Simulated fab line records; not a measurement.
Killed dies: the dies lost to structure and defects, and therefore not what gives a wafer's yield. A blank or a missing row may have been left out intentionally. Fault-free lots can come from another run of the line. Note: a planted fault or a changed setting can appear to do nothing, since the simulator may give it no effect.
Which tool is to blame? || flow berkeley_cmos170 || Sampling: 14 lots, 42 wafers, 5 of 331 route steps

== WHAT EACH GAUGE READ, for each wafer ==
UCB170_PWELL_THK_MEAS_03.
{"lot": "L258", "measured": "day 2 22:27", "on": "film_metro-02", "PWELL_OXIDE_THK (nm)": "26.6 26.5 26.2"}
{"lot": "L259", "measured": "day 3 04:49", "on": "film_metro-01", "PWELL_OXIDE_THK (nm)": "25.7 25.8 25.9"}
{"lot": "L260", "measured": "day 3 11:08", "on": "film_metro-02", "PWELL_OXIDE_THK (nm)": "26.7 26.5 26.4"}
{"lot": "L261", "measured": "day 3 11:09", "on": "film_metro-04", "PWELL_OXIDE_THK (nm)": "25.5 26.1 25.9"}
{"lot": "L262", "measured": "day 3 16:04", "on": "film_metro-01", "PWELL_OXIDE_THK (nm)": "26.9 26.1 26.1"}
{"lot": "L269", "measured": "day 5 01:49", "on": "film_metro-04", "PWELL_OXIDE_THK (nm)": "27.1 26.9 27.8"}
{"lot": "L270", "measured": "day 5 07:33", "on": "film_metro-02", "PWELL_OXIDE_THK (nm)": "25.8 26.0 26.0"}
{"lot": "L272", "measured": "day 5 16:22", "on": "film_metro-02", "PWELL_OXIDE_THK (nm)": "25.7 26.0 26.3"}
{"lot": "L273", "measured": "day 5 19:37", "on": "film_metro-02", "PWELL_OXIDE_THK (nm)": "26.8 27.0 27.2"}
{"lot": "L274", "measured": "day 6 03:49", "on": "film_metro-02", "PWELL_OXIDE_THK (nm)": "26.9 26.7 26.6"}
{"lot": "L275", "measured": "day 6 03:53", "on": "film_metro-02", "PWELL_OXIDE_THK (nm)": "27.6 27.0 27.4"}
{"lot": "L276", "measured": "day 6 12:47", "on": "film_metro-04", "PWELL_OXIDE_THK (nm)": "27.0 26.8 26.8"}
{"lot": "L280", "measured": "day 7 08:08", "on": "film_metro-02", "PWELL_OXIDE_THK (nm)": "26.0 26.0 25.8"}
{"lot": "L281", "measured": "day 7 15:04", "on": "film_metro-02", "PWELL_OXIDE_THK (nm)": "26.8 26.8 27.4"}

UCB170_PFIELD_TW_MEAS_09.
{"lot": "L258", "measured": "day 4 13:25", "on": "film_metro-03", "PFIELD_TW": "602 605 604"}
{"lot": "L259", "measured": "day 4 21:13", "on": "film_metro-03", "PFIELD_TW": "604 600 605"}
{"lot": "L260", "measured": "day 4 20:54", "on": "film_metro-02", "PFIELD_TW": "606 606 602"}
{"lot": "L261", "measured": "day 4 21:23", "on": "film_metro-02", "PFIELD_TW": "605 603 603"}
{"lot": "L262", "measured": "day 5 05:45", "on": "film_metro-02", "PFIELD_TW": "605 605 604"}
{"lot": "L269", "measured": "day 6 14:00", "on": "film_metro-04", "PFIELD_TW": "599 599 595"}
{"lot": "L270", "measured": "day 6 23:41", "on": "film_metro-04", "PFIELD_TW": "594 598 596"}
{"lot": "L272", "measured": "day 7 07:09", "on": "film_metro-03", "PFIELD_TW": "599 595 598"}
{"lot": "L273", "measured": "day 7 07:23", "on": "film_metro-04", "PFIELD_TW": "601 601 603"}
{"lot": "L274", "measured": "day 7 19:16", "on": "film_metro-03", "PFIELD_TW": "599 600 601"}
{"lot": "L275", "measured": "day 7 19:16", "on": "film_metro-04", "PFIELD_TW": "588 588 588"}
{"lot": "L276", "measured": "day 8 04:43", "on": "film_metro-04", "PFIELD_TW": "602 597 597"}
{"lot": "L280", "measured": "day 8 18:17", "on": "film_metro-04", "PFIELD_TW": "584 585 580"}
{"lot": "L281", "measured": "day 9 09:47", "on": "film_metro-03", "PFIELD_TW": "599 598 601"}

== EACH LOT AND THE TOOL THAT RAN IT (in order: tool; ch and the chambers of the sampled wafers; start) ==
{"lot": "L258", "UCB170_PWELL_ETCH_14": "rie_diel-03 ch 1,2, day 3 07:12", "UCB170_ACTIVE_ETCH_15": "rie_diel-02 ch 1,2,3, day 4 10:27", "UCB170_PFIELD_IMPLANT_07": "implanter-01 ch 0, day 4 13:10"}
{"lot": "L259", "UCB170_PWELL_ETCH_14": "rie_diel-04 ch 0,1, day 3 14:11", "UCB170_ACTIVE_ETCH_15": "rie_diel-02 ch 0,2,3, day 4 16:13", "UCB170_PFIELD_IMPLANT_07": "implanter-04 ch 0, day 4 20:59"}
{"lot": "L260", "UCB170_PWELL_ETCH_14": "rie_diel-03 ch 0,3, day 3 17:22", "UCB170_ACTIVE_ETCH_15": "rie_diel-01 ch 0,1,3, day 4 16:27", "UCB170_PFIELD_IMPLANT_07": "implanter-01 ch 0, day 4 20:39"}
{"lot": "L261", "UCB170_PWELL_ETCH_14": "rie_diel-04 ch 1,2,3, day 3 17:11", "UCB170_ACTIVE_ETCH_15": "rie_diel-04 ch 0,2,3, day 4 16:34", "UCB170_PFIELD_IMPLANT_07": "implanter-02 ch 0, day 4 21:10"}
{"lot": "L262", "UCB170_PWELL_ETCH_14": "rie_diel-02 ch 0,3, day 3 22:36", "UCB170_ACTIVE_ETCH_15": "rie_diel-01 ch 0,3, day 5 03:58", "UCB170_PFIELD_IMPLANT_07": "implanter-02 ch 0, day 5 05:30"}
{"lot": "L269", "UCB170_PWELL_ETCH_14": "rie_diel-03 ch 0,1,3, day 5 08:36", "UCB170_ACTIVE_ETCH_15": "rie_diel-01 ch 0,1,2, day 6 11:49", "UCB170_PFIELD_IMPLANT_07": "implanter-02 ch 0, day 6 13:45"}
{"lot": "L270", "UCB170_PWELL_ETCH_14": "rie_diel-04 ch 0,2, day 5 16:07", "UCB170_ACTIVE_ETCH_15": "rie_diel-01 ch 0,3, day 6 21:08", "UCB170_PFIELD_IMPLANT_07": "implanter-02 ch 0, day 6 23:26"}
{"lot": "L272", "UCB170_PWELL_ETCH_14": "rie_diel-02 ch 0,3, day 6 00:02", "UCB170_ACTIVE_ETCH_15": "rie_diel-02 ch 1,2,3, day 7 05:30", "UCB170_PFIELD_IMPLANT_07": "implanter-02 ch 0, day 7 06:55"}
{"lot": "L273", "UCB170_PWELL_ETCH_14": "rie_diel-04 ch 0,1,2, day 6 03:04", "UCB170_ACTIVE_ETCH_15": "rie_diel-04 ch 1,2,3, day 7 05:37", "UCB170_PFIELD_IMPLANT_07": "implanter-04 ch 0, day 7 07:08"}
{"lot": "L274", "UCB170_PWELL_ETCH_14": "rie_diel-04 ch 0,1, day 6 12:58", "UCB170_ACTIVE_ETCH_15": "rie_diel-01 ch 1,3, day 7 14:34", "UCB170_PFIELD_IMPLANT_07": "implanter-04 ch 0, day 7 19:02"}
{"lot": "L275", "UCB170_PWELL_ETCH_14": "rie_diel-02 ch 0,2, day 6 12:58", "UCB170_ACTIVE_ETCH_15": "rie_diel-02 ch 2,3, day 7 14:49", "UCB170_PFIELD_IMPLANT_07": "implanter-02 ch 0, day 7 19:02"}
{"lot": "L276", "UCB170_PWELL_ETCH_14": "rie_diel-04 ch 0,1,3, day 6 20:45", "UCB170_ACTIVE_ETCH_15": "rie_diel-01 ch 0,1,2, day 8 00:25", "UCB170_PFIELD_IMPLANT_07": "implanter-04 ch 0, day 8 04:28"}
{"lot": "L280", "UCB170_PWELL_ETCH_14": "rie_diel-03 ch 1,2,3, day 7 13:54", "UCB170_ACTIVE_ETCH_15": "rie_diel-01 ch 0,1,3, day 8 16:21", "UCB170_PFIELD_IMPLANT_07": "implanter-02 ch 0, day 8 18:02"}
{"lot": "L281", "UCB170_PWELL_ETCH_14": "rie_diel-03 ch 0,1,2, day 8 00:34", "UCB170_ACTIVE_ETCH_15": "rie_diel-04 ch 1,2,3, day 9 07:56", "UCB170_PFIELD_IMPLANT_07": "implanter-01 ch 0, day 9 09:32"}
- UCB170_PWELL_ETCH_14: etches Si3N4 in CH3F/Ar/O2, stops on SiO2, target depth 242 nm, time 151 s.
- UCB170_ACTIVE_ETCH_15: etches Si3N4 in CH3F/Ar/O2, stops on SiO2, target depth 242 nm, time 151 s.
- UCB170_PFIELD_IMPLANT_07

== WHAT THE TOOLS THEMSELVES READ (means of the sampled wafers that have a number; where no wafer has one, the mark that the record gives instead) ==
UCB170_PWELL_ETCH_14.
{"lot": "L258", "tool": "rie_diel-03", "drypump_motor_current_A (A)": 5.5, "oes_product_au (a.u.)": 0.919, "throttle_valve_pct (%)": 7.83}
{"lot": "L259", "tool": "rie_diel-04", "drypump_motor_current_A (A)": 5.9, "oes_product_au (a.u.)": 0.934, "throttle_valve_pct (%)": 8.10}
{"lot": "L260", "tool": "rie_diel-03", "drypump_motor_current_A (A)": 5.5, "oes_product_au (a.u.)": 0.927, "throttle_valve_pct (%)": 7.97}
{"lot": "L261", "tool": "rie_diel-04", "drypump_motor_current_A (A)": 5.3, "oes_product_au (a.u.)": 0.934, "throttle_valve_pct (%)": 8.06}
{"lot": "L262", "tool": "rie_diel-02", "drypump_motor_current_A (A)": 5.5, "oes_product_au (a.u.)": 0.946, "throttle_valve_pct (%)": 8.13}
{"lot": "L269", "tool": "rie_diel-03", "drypump_motor_current_A (A)": 5.5, "oes_product_au (a.u.)": 0.921, "throttle_valve_pct (%)": 7.92}
{"lot": "L270", "tool": "rie_diel-04", "drypump_motor_current_A (A)": 5.6, "oes_product_au (a.u.)": 0.949, "throttle_valve_pct (%)": 8.01}
{"lot": "L272", "tool": "rie_diel-02", "drypump_motor_current_A (A)": 5.5, "oes_product_au (a.u.)": 0.935, "throttle_valve_pct (%)": 8.08}
{"lot": "L273", "tool": "rie_diel-04", "drypump_motor_current_A (A)": 5.6, "oes_product_au (a.u.)": 0.936, "throttle_valve_pct (%)": 8.09}
{"lot": "L274", "tool": "rie_diel-04", "drypump_motor_current_A (A)": 5.9, "oes_product_au (a.u.)": 0.943, "throttle_valve_pct (%)": 8.10}
{"lot": "L275", "tool": "rie_diel-02", "drypump_motor_current_A (A)": 5.8, "oes_product_au (a.u.)": 0.932, "throttle_valve_pct (%)": 8.08}
{"lot": "L276", "tool": "rie_diel-04", "drypump_motor_current_A (A)": 5.6, "oes_product_au (a.u.)": 0.930, "throttle_valve_pct (%)": 8.07}
{"lot": "L280", "tool": "rie_diel-03", "drypump_motor_current_A (A)": 5.4, "oes_product_au (a.u.)": 0.926, "throttle_valve_pct (%)": 7.86}
{"lot": "L281", "tool": "rie_diel-03", "drypump_motor_current_A (A)": 5.4, "oes_product_au (a.u.)": 0.912, "throttle_valve_pct (%)": 7.87}

UCB170_ACTIVE_ETCH_15.
{"lot": "L258", "tool": "rie_diel-02", "drypump_motor_current_A (A)": 5.8, "oes_product_au (a.u.)": 0.938, "throttle_valve_pct (%)": 8.04}
{"lot": "L259", "tool": "rie_diel-02", "drypump_motor_current_A (A)": 5.8, "oes_product_au (a.u.)": 0.944, "throttle_valve_pct (%)": 8.06}
{"lot": "L260", "tool": "rie_diel-01", "drypump_motor_current_A (A)": 5.4, "oes_product_au (a.u.)": 0.949, "throttle_valve_pct (%)": 7.92}
{"lot": "L261", "tool": "rie_diel-04", "drypump_motor_current_A (A)": 5.4, "oes_product_au (a.u.)": 0.944, "throttle_valve_pct (%)": 8.01}
{"lot": "L262", "tool": "rie_diel-01", "drypump_motor_current_A (A)": 5.4, "oes_product_au (a.u.)": 0.954, "throttle_valve_pct (%)": 7.87}
{"lot": "L269", "tool": "rie_diel-01", "drypump_motor_current_A (A)": 5.6, "oes_product_au (a.u.)": 0.944, "throttle_valve_pct (%)": 8.01}
{"lot": "L270", "tool": "rie_diel-01", "drypump_motor_current_A (A)": 5.4, "oes_product_au (a.u.)": 0.951, "throttle_valve_pct (%)": 7.96}
{"lot": "L272", "tool": "rie_diel-02", "drypump_motor_current_A (A)": 5.8, "oes_product_au (a.u.)": 0.931, "throttle_valve_pct (%)": 8.03}
{"lot": "L273", "tool": "rie_diel-04", "drypump_motor_current_A (A)": 5.3, "oes_product_au (a.u.)": 0.926, "throttle_valve_pct (%)": 8.07}
{"lot": "L274", "tool": "rie_diel-01", "drypump_motor_current_A (A)": 5.5, "oes_product_au (a.u.)": 0.937, "throttle_valve_pct (%)": 7.83}
{"lot": "L275", "tool": "rie_diel-02", "drypump_motor_current_A (A)": 5.8, "oes_product_au (a.u.)": 0.938, "throttle_valve_pct (%)": 8.00}
{"lot": "L276", "tool": "rie_diel-01", "drypump_motor_current_A (A)": 5.6, "oes_product_au (a.u.)": 0.956, "throttle_valve_pct (%)": 8.01}
{"lot": "L280", "tool": "rie_diel-01", "drypump_motor_current_A (A)": 5.4, "oes_product_au (a.u.)": 0.944, "throttle_valve_pct (%)": 7.91}
{"lot": "L281", "tool": "rie_diel-04", "drypump_motor_current_A (A)": 5.3, "oes_product_au (a.u.)": 0.944, "throttle_valve_pct (%)": 8.07}

UCB170_PFIELD_IMPLANT_07.
{"lot": "L258", "tool": "implanter-01", "beam_energy_keV": 79.991}
{"lot": "L259", "tool": "implanter-04", "beam_energy_keV": 79.971}
{"lot": "L260", "tool": "implanter-01", "beam_energy_keV": 80.011}
{"lot": "L261", "tool": "implanter-02", "beam_energy_keV": 79.995}
{"lot": "L262", "tool": "implanter-02", "beam_energy_keV": 79.998}
{"lot": "L269", "tool": "implanter-02", "beam_energy_keV": 79.998}
{"lot": "L270", "tool": "implanter-02", "beam_energy_keV": 80.001}
{"lot": "L272", "tool": "implanter-02", "beam_energy_keV": 79.997}
{"lot": "L273", "tool": "implanter-04", "beam_energy_keV": 80.016}
{"lot": "L274", "tool": "implanter-04", "beam_energy_keV": 79.990}
{"lot": "L275", "tool": "implanter-02", "beam_energy_keV": 64.722}
{"lot": "L276", "tool": "implanter-04", "beam_energy_keV": 80.010}
{"lot": "L280", "tool": "implanter-02", "beam_energy_keV": 64.745}
{"lot": "L281", "tool": "implanter-01", "beam_energy_keV": 80.015}

== THE ANSWER, worked out from the rows above alone ==
Rule: usual is defined by the lots themselves. Put in order of their means at a reading, lots are off if they are a third of the lots or fewer, leave a main group of 4 or more, and stand apart from it by a gap of 3 or more times the standard deviation of the main group's means; of several such gaps the widest counts. A main group whose means are all the same, to the digits that the tables above print for the reading, isn't used. A lot without any number at a reading at which 4 lots or more have one is off too. All remaining lots with rows at the step are treated as sound. The gauges are gone through in route order, then the tools' own readings, and for those a lot's mean is taken as printed above. The first step at which some lot is off is used, and at that step the reading that is off furthest; a lot without a number counts as furthest.
Off at UCB170_PFIELD_IMPLANT_07 (beam_energy_keV): L275, L280. The main group: mean 79.999, standard deviation 0.012.
If a tool, at that step or one of the process steps before it, ran each lot that is off and ran no sound lot following the first of them, it fits. One fits: UCB170_PFIELD_IMPLANT_07 on implanter-02. A fault onset in the window from L272 (day 7 06:55, its last sound lot) to L275 (day 7 19:02, its first lot off) fits.
On the lots that are off, the tool's own readings at UCB170_PFIELD_IMPLANT_07 differ by more than 5 times the standard deviation of the sound lots' means, which bears it out; beam_energy_keV reads 64.733 there versus 79.999 on the sound lots.

== WHAT WAS PUT IN BY THE SIMULATOR ==
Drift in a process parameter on implanter-02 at UCB170_PFIELD_IMPLANT_07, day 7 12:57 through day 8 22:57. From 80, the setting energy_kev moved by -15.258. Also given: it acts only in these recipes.
Shown lots that were struck: L275, L280. Same finding as the rule above.
